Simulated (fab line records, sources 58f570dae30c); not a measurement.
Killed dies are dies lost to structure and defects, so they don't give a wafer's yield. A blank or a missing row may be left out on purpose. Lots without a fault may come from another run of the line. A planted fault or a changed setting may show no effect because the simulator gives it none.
fab line records | flow berkeley_cmos170
record lots=5 wafers=23
route steps=331 shown CONTACT@229 M1@250 V1@264 M2@289 M3@310
start_h: hours from the record's first day to the start of the lot's first wafer shown | wait_h: hours since the lot's step before | " the same as in the row above | L1.1+2: a row that stands for several wafers | - no value, or no start given | * or withheld: withheld | < > ~ a bound
route shown NAME@n: a module of which the file shows steps, and the number in the route of the first | usual: mean/standard deviation of fault-free wafers | same: alike in all rows | chamber/n: place in a boat | sites: the reading at each site | _std_site: their standard deviation | _edge_site: outer sites' mean less inner sites' | radius_mm: how far each site lies from the wafer's centre | mask NAME#n: copy n | behind: the tool/chamber that last shaped the wafer | hold: why the lot was held/for how many hours/how that ended | device: the transistor (n, p or np) that didn't switch | end of line: the same wafers' tests at the end of the route | a step without rows: its recipe alone | killed: dies lost to structure and defects at the first sort, not the wafer's yield | map: a wafer's dies, x killed, . not, _ none there
set.NAME: the setting as run; set.NAME@STEP: as run at that earlier step | model.NAME: the simulator's own value behind a step, which no gauge read
lots whose settings were changed on purpose; a table a step, a row a wafer
## steps
# step UCB170_CONTACT_PEB_13
# recipe peb_temp_c=130 peb_time_s=withheld resist=KrF
# columns lot.wafer tool chamber start_h wait_h set.peb_temp_c
L079.2+3+6 litho_track-04 0 174.77 0.6 127.1
L079.4+5 " 0 " " 130
L081.1+3 litho_track-01 0 181.55 0.1 128.1
L081.2+4+6 " 0 " " 130
L083.1+4+5 litho_track-02 0 184.62 0.1 130
L084.2+6 litho_track-01 0 185.22 0.1 130
L084.3+4+5 " 0 " " 133.6
L085.1+2+3+4+5 litho_track-01 0 214.41 0.4 130
# step UCB170_CONTACT_DEVELOP_14
# recipe developer=TMAH develop_time_s=45 resist=KrF dev_temp_c=21
# step UCB170_CONTACT_CD_MEAS_15
# recipe target_cd_nm=700
# usual cd_nm=699.9/1.6
# columns lot.wafer tool chamber start_h wait_h set.peb_temp_c@CONTACT_PEB_13 cd_nm
L079.2 cd_sem-01 - 175.04 - 127.1 677.8
L079.3 " - " " 127.1 678.7
L079.4 " - " " 130 700.8
L079.5 " - " " 130 700.4
L079.6 " - " " 127.1 677.4
L081.1 cd_sem-01 - 181.83 - 128.1 688.5
L081.2 " - " " 130 700.3
L081.3 " - " " 128.1 686.6
L081.4 " - " " 130 700.1
L081.6 " - " " 130 700.9
L083.1 cd_sem-01 - 184.89 - 130 700.2
L083.4 " - " " 130 701.1
L083.5 " - " " 130 700.0
L084.2 cd_sem-02 - 185.49 - 130 699.9
L084.3 " - " " 133.6 720.7
L084.4 " - " " 133.6 719.3
L084.5 " - " " 133.6 720.4
L084.6 " - " " 130 701.1
L085.1 cd_sem-01 - 214.69 - 130 700.3
L085.2 " - " " 130 699.3
L085.3 " - " " 130 700.7
L085.4 " - " " 130 699.9
L085.5 " - " " 130 702.3
# step UCB170_CONTACT_ETCH_17
# recipe chemistry=N2/H2 target_depth_a=withheld overetch_a=withheld target=BARC time_s=withheld source_w=500 bias_w=100 pressure_mtorr=30 n2_flow_sccm=100 h2_flow_sccm=200
# columns lot.wafer tool chamber start_h wait_h set.peb_temp_c@CONTACT_PEB_13 model.CONTACT.cd_nm
L079.2 rie_diel-02 2 175.17 0.0 127.1 677.8
L079.3 " 3 " " 127.1 678.4
L079.4 " 1 " " 130 701.4
L079.5 " 1 " " 130 701
L079.6 " 0 " " 127.1 676.1
L081.1 rie_diel-01 3 181.99 0.0 128.1 688.9
L081.2 " 0 " " 130 701.4
L081.3 " 2 " " 128.1 686.9
L081.4 " 1 " " 130 700.7
L081.6 " 2 " " 130 700.8
L083.1 rie_diel-03 1 185.05 0.0 130 699.2
L083.4 " 2 " " 130 702.1
L083.5 " 2 " " 130 700.4
L084.2 rie_diel-01 1 185.63 0.0 130 700.3
L084.3 " 3 " " 133.6 721
L084.4 " 2 " " 133.6 719.3
L084.5 " 1 " " 133.6 720.9
L084.6 " 0 " " 130 701.9
L085.1 rie_diel-03 0 214.84 0.0 130 699.6
L085.2 " 3 " " 130 700
L085.3 " 1 " " 130 699.9
L085.4 " 2 " " 130 700.6
L085.5 " 0 " " 130 702
# step UCB170_CONTACT_ETCH_18
# recipe chemistry=CHF3/CF4/Ar target=PSG stop_on=TiSi2 CHF3_flow_sccm=45 cf4_flow_sccm=15 Ar_flow_sccm=150 pressure_mtorr=200 rf_w=700 target_depth_a=8400 over_etch_frac=0.2 time_s=195
# usual oes_product_au=0.892/0.011
# columns lot.wafer tool chamber start_h wait_h set.time_s@CONTACT_CVD_01 set.peb_temp_c@CONTACT_PEB_13 oes_product_au model.etch.depth_nm model.CONTACT.feature_depth_nm model.CONTACT.cd_nm
L079.2 rie_diel-02 2 - - 3240 127.1 0.959 804.2 804.2 677.4
L079.3 " 3 " " 3240 127.1 0.948 803 803 678.8
L079.4 " 1 " " 3240 130 0.964 803.7 803.7 701.2
L079.5 " 1 " " 3240 130 0.964 806.8 806.8 701
L079.6 " 0 " " 3240 127.1 0.971 807.3 807.3 675
L081.1 rie_diel-01 3 - - 2497 128.1 0.814 - 623.1 689
L081.2 " 0 " " 2497 130 0.853 - 626.4 701.2
L081.3 " 2 " " 2497 128.1 0.823 - 620.6 686.6
L081.4 " 1 " " 2497 130 0.853 621 621 700.5
L081.6 " 2 " " 2497 130 0.828 619.6 619.6 700.7
L083.1 rie_diel-03 1 - - 2820 130 0.896 709.6 709.6 699
L083.4 " 2 " " 2820 130 0.892 713.4 713.4 701.4
L083.5 " 2 " " 2820 130 0.894 712.2 712.2 699.4
L084.2 rie_diel-01 1 - - 2820 130 0.902 703.8 703.8 700
L084.3 " 3 " " 2820 133.6 0.880 - 700.8 721.2
L084.4 " 2 " " 2820 133.6 0.876 - 694.3 718.9
L084.5 " 1 " " 2820 133.6 0.903 - 699 720.9
L084.6 " 0 " " 2820 130 0.901 695.4 695.4 701.5
L085.1 rie_diel-03 0 - - 3145 130 0.958 774.2 774.2 699.1
L085.2 " 3 " " 3145 130 0.964 - 778.9 699.3
L085.3 " 1 " " 3145 130 0.951 - 783 699.3
L085.4 " 2 " " 3145 130 0.930 - 783.5 699.9
L085.5 " 0 " " 3145 130 0.967 778.7 778.7 701.7
# step UCB170_CONTACT_STRIP_19
# recipe chemistry=O2 power_w=400 pressure_mtorr=3500 platen_temp_c=withheld o2_flow_sccm=400 overash_fraction=0.5
# step UCB170_CONTACT_CD_MEAS_90
# recipe target_cd_nm=700
# usual cd_nm=699.8/1.7
# columns lot.wafer tool chamber start_h wait_h set.peb_temp_c@CONTACT_PEB_13 cd_nm
L079.2 cd_sem-02 - 175.46 0.1 127.1 677.5
L079.3 " - " " 127.1 678.7
L079.4 " - " " 130 701.1
L079.5 " - " " 130 700.8
L079.6 " - " " 127.1 675.1
L081.1 cd_sem-02 - 182.25 0.1 128.1 688.7
L081.2 " - " " 130 701.0
L081.3 " - " " 128.1 686.2
L081.4 " - " " 130 700.4
L081.6 " - " " 130 700.6
L083.1 cd_sem-01 - 185.32 0.1 130 699.0
L083.4 " - " " 130 701.6
L083.5 " - " " 130 699.2
L084.2 cd_sem-02 - 185.91 0.1 130 699.8
L084.3 " - " " 133.6 721.0
L084.4 " - " " 133.6 719.1
L084.5 " - " " 133.6 720.8
L084.6 " - " " 130 701.5
L085.1 cd_sem-01 - 215.11 0.1 130 699.5
L085.2 " - " " 130 699.2
L085.3 " - " " 130 699.6
L085.4 " - " " 130 699.9
L085.5 " - " " 130 701.6
# step UCB170_M1_METAL_ETCH_12
# recipe chemistry=Cl2/BCl3 target=Al stop_on=PSG pressure_mtorr=12 target_depth_a=7800 over_etch_frac=0.3 time_s=130 icp_w=600 bias_w=120 Cl2_flow_sccm=90 bcl3_flow_sccm=45
# columns lot.wafer tool chamber start_h wait_h set.icp_w model.KrF_of_M1_COAT_04.thk_nm
L079.2 rie_metal-03 0 177.84 - 600 425.7
L079.3 " 1 " " 600 434.4
L079.4+5 " 0,1 " " 600 428
L079.6 " 0 " " 600 431.9
L081.1 rie_metal-03 1 184.40 - 600 428.6
L081.2 " 0 " " 600 429.6
L081.3 " 0 " " 631.1 407.5
L081.4 " 1 " " 600 430.7
L081.6 " 0 " " 631.1 408.9
L083.1 rie_metal-04 1 187.93 - 600 408.2
L083.4 " 1 " " 600 409.4
L083.5 " 0 " " 600 423.5
L084.2 rie_metal-02 1 188.13 - 663.2 388.3
L084.3 " 1 " " 600 432.9
L084.4 " 0 " " 663.2 390.4
L084.5 " 1 " " 600 432.3
L084.6 " 0 " " 600 437.9
L085.1 rie_metal-04 1 216.98 - 600 408.9
L085.2 " 0 " " 600 423.8
L085.3 " 1 " " 600 407.4
L085.4 " 0 " " 600 428.3
L085.5 " 1 " " 600 412.1
# step UCB170_V1_PEB_10
# recipe peb_temp_c=130 peb_time_s=withheld resist=KrF
# columns lot.wafer tool chamber start_h wait_h set.peb_temp_c
L079.2+3 litho_track-02 0 182.19 0.1 127.2
L079.4+5+6 " 0 " " 130
L081.1+4+6 litho_track-01 0 190.40 0.6 131.8
L081.2+3 " 0 " " 130
L083.1+4+5 litho_track-03 0 - - 130
L084.2+3 litho_track-01 0 - - 130
L084.4+5+6 " 0 " " 132
L085.1+3 litho_track-03 0 226.39 0.4 126.5
L085.2+4+5 " 0 " " 130
# step UCB170_V1_DEVELOP_11
# recipe developer=TMAH develop_time_s=45 resist=KrF dev_temp_c=21
# step UCB170_V1_CD_MEAS_12
# recipe target_cd_nm=700
# usual cd_nm=699.4/1.3
# columns lot.wafer tool chamber start_h wait_h set.peb_temp_c@V1_PEB_10 cd_nm
L079.2 cd_sem-01 - 182.46 - 127.2 677.8
L079.3 " - " " 127.2 676.4
L079.4 " - " " 130 697.9
L079.5 " - " " 130 697.5
L079.6 " - " " 130 698.2
L081.1 cd_sem-01 - 190.68 - 131.8 711.3
L081.2 " - " " 130 701.0
L081.3 " - " " 130 701.1
L081.4 " - " " 131.8 710.8
L081.6 " - " " 131.8 711.0
L083.1 cd_sem-02 - 198.80 - 130 699.0
L083.4 " - " " 130 697.0
L083.5 " - " " 130 699.0
L084.2 cd_sem-01 - 199.10 - 130 699.1
L084.3 " - " " 130 698.4
L084.4 " - " " 132 711.9
L084.5 " - " " 132 709.4
L084.6 " - " " 132 710.8
L085.1 cd_sem-02 - 226.78 - 126.5 672.3
L085.2 " - " " 130 700.0
L085.3 " - " " 126.5 671.7
L085.4 " - " " 130 701.5
L085.5 " - " " 130 698.5
# step UCB170_V1_ETCH_14
# recipe chemistry=CHF3/CF4/Ar target=SiO2 stop_on=Al CHF3_flow_sccm=45 cf4_flow_sccm=15 Ar_flow_sccm=150 pressure_mtorr=200 rf_w=700 target_depth_a=12500 over_etch_frac=0.25 time_s=291
# columns lot.wafer tool chamber start_h wait_h set.peb_temp_c@V1_PEB_10 model.V1.cd_nm
L079.2 rie_diel-03 2 182.60 0.0 127.2 676.9
L079.3 " 1 " " 127.2 676.5
L079.4 " 0 " " 130 697.9
L079.5 " 1 " " 130 697.5
L079.6 " 2 " " 130 698.6
L081.1+6 rie_diel-01 0,3 190.83 0.0 131.8 711.7
L081.2 " 3 " " 130 701.2
L081.3 " 1 " " 130 700.5
L081.4 " 2 " " 131.8 712.1
L083.1 rie_diel-03 3 198.96 0.0 130 698.4
L083.4 " 0 " " 130 696
L083.5 " 2 " " 130 699.5
L084.2 rie_diel-04 2 199.23 0.0 130 699
L084.3 " 1 " " 130 699.9
L084.4 " 3 " " 132 712.1
L084.5 " 2 " " 132 709.3
L084.6 " 1 " " 132 711.7
L085.1 rie_diel-03 0 226.94 0.0 126.5 671
L085.2 " 1 " " 130 698.9
L085.3 " 2 " " 126.5 671.8
L085.4 " 3 " " 130 700.3
L085.5 " 0 " " 130 697.5
# step UCB170_V1_STRIP_15
# recipe chemistry=O2 power_w=400 pressure_mtorr=3500 platen_temp_c=withheld o2_flow_sccm=400 overash_fraction=0.5
# step UCB170_V1_CD_MEAS_90
# recipe target_cd_nm=700
# usual cd_nm=699.2/1.5
# columns lot.wafer tool chamber start_h wait_h set.peb_temp_c@V1_PEB_10 cd_nm
L079.2 cd_sem-02 - 182.90 0.1 127.2 676.8
L079.3 " - " " 127.2 676.2
L079.4 " - " " 130 697.8
L079.5 " - " " 130 697.5
L079.6 " - " " 130 698.6
L081.1 cd_sem-01 - 191.11 0.1 131.8 712.0
L081.2 " - " " 130 701.1
L081.3 " - " " 130 700.4
L081.4 " - " " 131.8 712.1
L081.6 " - " " 131.8 711.5
L083.1 cd_sem-02 - 199.24 0.1 130 698.9
L083.4 " - " " 130 696.2
L083.5 " - " " 130 699.5
L084.2 cd_sem-02 - 199.53 0.1 130 698.9
L084.3 " - " " 130 700.1
L084.4 " - " " 132 712.2
L084.5 " - " " 132 709.2
L084.6 " - " " 132 711.5
L085.1 cd_sem-01 - 227.30 0.2 126.5 671.2
L085.2 " - " " 130 698.9
L085.3 " - " " 126.5 672.0
L085.4 " - " " 130 700.2
L085.5 " - " " 130 697.6
# step UCB170_M2_METAL_ETCH_18
# recipe chemistry=Cl2/BCl3 target=Al stop_on=SiO2 pressure_mtorr=12 target_depth_a=11700 over_etch_frac=0.3 time_s=195 icp_w=600 bias_w=120 Cl2_flow_sccm=90 bcl3_flow_sccm=45
# columns lot.wafer tool chamber start_h wait_h set.time_s
L079.2+6 rie_metal-01 0,1 185.96 - 195
L079.3+4+5 " 0,1,0 " " 215.2
L081.1+2+6 rie_metal-01 0,1,0 197.74 - 205.1
L081.3+4 " 1,0 " " 195
L084.2+4+5 rie_metal-03 1 205.56 - 195
L084.3+6 " 0 " " 182.6
L083.1+4+5 rie_metal-01 1 205.81 - 195
L085.1+2+3+4+5 rie_metal-03 0,1,0,1,1 230.99 - 195
# step UCB170_M2_STRIP_19
# recipe chemistry=O2 power_w=400 pressure_mtorr=3500 platen_temp_c=withheld o2_flow_sccm=400 overash_fraction=0.5
# usual oes_product_au=0.536/0.013
# columns lot.wafer tool chamber start_h wait_h set.time_s@M2_METAL_ETCH_18 oes_product_au
L079.2 plasma_asher-02 1 186.15 0.1 195 0.534
L079.3 " 0 " " 215.2 0.463
L079.4 " 1 " " 215.2 0.456
L079.5 " 1 " " 215.2 0.453
L079.6 " 0 " " 195 0.541
L081.1 plasma_asher-04 0 197.93 0.1 205.1 0.497
L081.2 " 1 " " 205.1 0.510
L081.3 " 1 " " 195 0.535
L081.4 " 0 " " 195 0.536
L081.6 " 1 " " 205.1 0.508
L084.2 plasma_asher-03 0 205.75 0.1 195 0.554
L084.3 " 0 " " 182.6 0.601
L084.4 " 1 " " 195 0.543
L084.5 " 1 " " 195 0.546
L084.6 " 0 " " 182.6 0.596
L083.1 plasma_asher-03 0 206.00 0.1 195 0.530
L083.4 " 1 " " 195 0.530
L083.5 " 0 " " 195 0.537
L085.1 plasma_asher-03 0 231.18 0.1 195 0.519
L085.2 " 1 " " 195 0.522
L085.3 " 0 " " 195 0.524
L085.4 " 1 " " 195 0.539
L085.5 " 1 " " 195 0.535
# step UCB170_M3_SPUTTER_01
# recipe material=Al target_thk_nm=900 time_s=120 power_w=6000 chamber_pressure_pa=0.5
# columns lot.wafer tool chamber start_h wait_h set.power_w model.Al_of_M3_SPUTTER_01.thk_nm
L079.2 pvd_sputter-01 - 191.57 0.0 6230 925.8
L079.3 " - " " 6230 936.3
L079.4 " - " " 6000 886.2
L079.5 " - " " 6000 900.5
L079.6 " - " " 6230 937.4
L081.1 pvd_sputter-04 - 201.89 0.0 5436 806.4
L081.2 " - " " 5436 811.5
L081.3 " - " " 5436 822.8
L081.4 " - " " 6000 901.9
L081.6 " - " " 6000 902.1
L084.2 pvd_sputter-04 - 209.91 0.0 6000 903.3
L084.3 " - " " 5347 796.4
L084.4 " - " " 5347 798.3
L084.5 " - " " 5347 800.4
L084.6 " - " " 6000 902
L083.1 pvd_sputter-03 - 210.16 0.0 6000 899
L083.4 " - " " 6000 890.3
L083.5 " - " " 6000 894.6
L085.1 pvd_sputter-03 - 234.76 0.0 6000 894
L085.2 " - " " 6533 967.7
L085.3 " - " " 6533 972.8
L085.4 " - " " 6533 979.2
L085.5 " - " " 6000 891.7
# step UCB170_M3_RS_MEAS_02
# recipe thk_meas_gauge=four-point-probe reads=Al_of_M3_SPUTTER_01
# usual M3_AL_RS=0.03232/0.00027
# columns lot.wafer tool chamber start_h wait_h set.power_w@M3_SPUTTER_01 M3_AL_RS[ohm/sq]
L079.2 film_metro-03 - 191.68 0.1 6230 0.03132
L079.3 " - " " 6230 0.03098
L079.4 " - " " 6000 0.03273
L079.5 " - " " 6000 0.03215
L079.6 " - " " 6230 0.0309
L081.1 film_metro-03 - 201.97 0.0 5436 0.03607
L081.2 " - " " 5436 0.03584
L081.3 " - " " 5436 0.03529
L081.4 " - " " 6000 0.03223
L081.6 " - " " 6000 0.03214
L084.2 film_metro-04 - 210.02 0.1 6000 0.03211
L084.3 " - " " 5347 0.03646
L084.4 " - " " 5347 0.03632
L084.5 " - " " 5347 0.03631
L084.6 " - " " 6000 0.03209
L083.1 film_metro-01 - 210.24 0.0 6000 0.03222
L083.4 " - " " 6000 0.03247
L083.5 " - " " 6000 0.03242
L085.1 film_metro-03 - 234.84 0.0 6000 0.03243
L085.2 " - " " 6533 0.02997
L085.3 " - " " 6533 0.02979
L085.4 " - " " 6533 0.02958
L085.5 " - " " 6000 0.03258
# step UCB170_M3_THK_MEAS_03
# recipe thk_meas_gauge=xrf reads=Al_of_M3_SPUTTER_01
# usual M3_AL_THK=887/11
# columns lot.wafer tool chamber start_h wait_h set.power_w@M3_SPUTTER_01 M3_AL_THK[nm]
L079.2 film_metro-03 - 191.79 0.1 6230 917
L079.3 " - " " 6230 930
L079.4 " - " " 6000 874
L079.5 " - " " 6000 893
L079.6 " - " " 6230 928
L081.1 film_metro-03 - 202.09 0.1 5436 803
L081.2 " - " " 5436 806
L081.3 " - " " 5436 817
L081.4 " - " " 6000 898
L081.6 " - " " 6000 893
L084.2 film_metro-04 - 210.13 0.1 6000 894
L084.3 " - " " 5347 793
L084.4 " - " " 5347 793
L084.5 " - " " 5347 796
L084.6 " - " " 6000 896
L083.1 film_metro-01 - 210.36 0.1 6000 887
L083.4 " - " " 6000 877
L083.5 " - " " 6000 874
L085.1 film_metro-03 - 234.96 0.1 6000 882
L085.2 " - " " 6533 951
L085.3 " - " " 6533 957
L085.4 " - " " 6533 968
L085.5 " - " " 6000 882
# step UCB170_M3_SOFTBAKE_11
# recipe resist=KrF temp_c=130 time_s=60
# columns lot.wafer tool chamber start_h wait_h set.temp_c
L079.2+3+4 litho_track-03 0 - - 130
L079.5+6 " 0 " " 126.3
L081.1+2+3+4+6 litho_track-03 0 - - 130
L084.2+3+4+5+6 litho_track-04 0 - - 130
L083.1+4+5 litho_track-03 0 - - 130
L085.1+2+5 litho_track-01 0 - - 130
L085.3+4 " 0 " " 131.9
# step UCB170_M3_EXPOSE_12
# recipe mask_id=METAL3 target_cd_nm=700 na=0.5 sigma_outer=0.6 source_shape=conventional dose_mj=26
# step UCB170_M3_PEB_13
# recipe peb_temp_c=130 peb_time_s=withheld resist=KrF
# step UCB170_M3_ETCH_17
# recipe chemistry=N2/H2 target_depth_a=withheld overetch_a=withheld target=BARC time_s=withheld source_w=500 bias_w=100 pressure_mtorr=30 n2_flow_sccm=100 h2_flow_sccm=200
# step UCB170_M3_METAL_ETCH_18
# recipe chemistry=Cl2/BCl3 target=Al stop_on=SiO2 pressure_mtorr=12 target_depth_a=11700 over_etch_frac=0.3 time_s=195 icp_w=600 bias_w=120 Cl2_flow_sccm=90 bcl3_flow_sccm=45
# usual oes_product_au=0.843/0.017
# columns lot.wafer tool chamber start_h wait_h set.power_w@M3_SPUTTER_01 oes_product_au
L079.2 rie_metal-02 0 199.84 - 6230 0.851
L079.3 " 1 " " 6230 0.853
L079.4 " 0 " " 6000 0.828
L079.5 " 1 " " 6000 0.842
L079.6 " 0 " " 6230 0.855
L081.1 rie_metal-02 1 205.97 - 5436 0.786
L081.2 " 0 " " 5436 0.794
L081.3 " 0 " " 5436 0.788
L081.4 " 1 " " 6000 0.827
L081.6 " 0 " " 6000 0.840
L084.2 rie_metal-02 0 212.08 - 6000 0.832
L084.3 " 0 " " 5347 0.783
L084.4 " 1 " " 5347 0.777
L084.5 " 1 " " 5347 0.780
L084.6 " 0 " " 6000 0.837
L083.1 rie_metal-03 0 212.76 - 6000 0.866
L083.4 " 0 " " 6000 0.857
L083.5 " 1 " " 6000 0.834
L085.1 rie_metal-02 0 239.31 - 6000 0.831
L085.2 " 1 " " 6533 0.863
L085.3 " 1 " " 6533 0.872
L085.4 " 0 " " 6533 0.875
L085.5 " 0 " " 6000 0.821
## key
split step=UCB170_CONTACT_PEB_13 setting=peb_temp_c stated=130 by=wafer
response step=UCB170_CONTACT_CD_MEAS_15 reading=cd_nm change=+8.38 per=1% r=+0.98
response step=UCB170_CONTACT_ETCH_17 reading=model.CONTACT.cd_nm change=+8.48 per=1% r=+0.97
response step=UCB170_CONTACT_ETCH_18 reading=model.CONTACT.cd_nm change=+8.58 per=1% r=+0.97
response step=UCB170_CONTACT_CD_MEAS_90 reading=cd_nm change=+8.58 per=1% r=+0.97
split step=UCB170_M1_METAL_ETCH_12 setting=icp_w stated=600 by=wafer
response step=UCB170_M1_METAL_ETCH_12 reading=model.KrF_of_M1_COAT_04.thk_nm change=-4.25 per=1% r=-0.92
split step=UCB170_V1_PEB_10 setting=peb_temp_c stated=130 by=wafer
response step=UCB170_V1_CD_MEAS_12 reading=cd_nm change=+9.41 per=1% r=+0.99
response step=UCB170_V1_ETCH_14 reading=model.V1.cd_nm change=+9.46 per=1% r=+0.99
response step=UCB170_V1_CD_MEAS_90 reading=cd_nm change=+9.45 per=1% r=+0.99
split step=UCB170_M2_METAL_ETCH_18 setting=time_s stated=195 by=wafer
response step=UCB170_M2_STRIP_19 reading=oes_product_au change=-0.00751 per=1% r=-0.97
split step=UCB170_M3_SPUTTER_01 setting=power_w stated=6000 by=wafer
response step=UCB170_M3_SPUTTER_01 reading=model.Al_of_M3_SPUTTER_01.thk_nm change=+9.43 per=1% r=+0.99
response step=UCB170_M3_RS_MEAS_02 reading=M3_AL_RS change=-0.000364 per=1% r=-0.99
response step=UCB170_M3_THK_MEAS_03 reading=M3_AL_THK change=+9.19 per=1% r=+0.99
response step=UCB170_M3_METAL_ETCH_18 reading=oes_product_au change=+0.00491 per=1% r=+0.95
split step=UCB170_M3_SOFTBAKE_11 setting=temp_c stated=130 by=wafer
response none clear
split outside_this_file step=UCB170_CONTACT_CVD_01 setting=time_s
# split outside_this_file: this setting was split too, and the file shows its column; the key of that split is in another file
